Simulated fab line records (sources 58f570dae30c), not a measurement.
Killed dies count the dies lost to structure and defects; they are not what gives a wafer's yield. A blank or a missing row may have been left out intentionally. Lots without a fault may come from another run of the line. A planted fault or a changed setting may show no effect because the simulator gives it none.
The same fault as seen by 2 desks    flow berkeley cmos170    each desk has only its own numbers; what lay behind them comes last

AT THE TOOL OWNER'S DESK: pvd sputter-02
The tool's own readings at UCB170_M1_SPUTTER_00 (material Al, target thk 600 nm, time 80 s): means of the sampled wafers that have a number, for each lot that ran on this tool. If a lot's mean is further than 4 standard deviations from the usual mean, the lot is out of limits and carries the mark OUT (the distance appears in the brackets).
Columns: A = chamber pressure pa at UCB170_M1_SPUTTER_00, usual 0.4998 Pa; B = throttle valve pct at UCB170_M1_SPUTTER_00, usual 30.1 %
lot   first seen here  A       B
L230  day 7 09:20      0.4985  30.2
L232  day 8 08:45      0.5008  29.9
L241  day 10 07:34     0.4986  30.3
L243  day 10 22:17     0.4986  29.7
This desk's finding: nothing out of limits on any of the 4 lots.

AT THE METROLOGY DESK
Lot by lot, what the gauges showed, no matter which tool ran the lot: averages of those sampled wafers that carry a number. If a lot's mean is further than 4 standard deviations from the usual mean, the lot is out of limits and carries the mark OUT (the distance appears in the brackets).
Columns: A = M1_AL_RS at UCB170_M1_RS_MEAS_01, usual 0.0482 ohm/sq; B = M1_AL_THK at UCB170_M1_THK_MEAS_02, usual 615 nm; C = cd nm at UCB170_M3_CD_MEAS_15, usual 700.2 nm
lot   first seen here  A                  B               C
L226  day 6 18:47      0.0482             620             700.2
L230  day 7 09:28      0.0489             601             699.6
L229  day 7 10:01      0.0483             608             701.6
L228  day 7 10:22      0.0480             611             697.5
L232  day 8 08:49      0.0474             635             699.9
L234  day 8 17:05      0.0481             619             701.7
L237  day 9 06:04      0.0476             629             700.3
L241  day 10 07:38     0.0481             617             701.2
L242  day 10 22:20     0.0474             621             702.5
L243  day 10 22:22     0.0446 (-7.8) OUT  676 (+7.3) OUT  700.2
L247  day 11 15:28     0.0479             621             701.6
L249  day 11 15:49     0.0482             621             702.3
L248  day 11 17:44     0.0480             614             699.2
Finding of this desk: L243 out of limits, first seen on L243 at day 10 22:22 (M1_AL_RS at UCB170_M1_RS_MEAS_01). L226, L230, L229, L228, L232, L234, L237, L241, L242, L247, L249, L248 stayed within limits.

TAKEN TOGETHER
On L243, the metrology desk was in a position to raise an alarm at day 10 22:22.
The tool owner's desk saw nothing out of limits.
The tool owner's desk has L243 on record, within its limits.
All the named lots went through UCB170_M1_SPUTTER_00 on pvd sputter-02.

WHAT HAD BEEN PUT IN BY THE SIMULATOR
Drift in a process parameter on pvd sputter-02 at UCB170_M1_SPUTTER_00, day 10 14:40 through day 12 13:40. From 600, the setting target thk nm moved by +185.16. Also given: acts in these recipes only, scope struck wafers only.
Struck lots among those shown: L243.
Time in hours between the start of the fault and the first out-of-limits reading at each desk: metrology desk, 8.
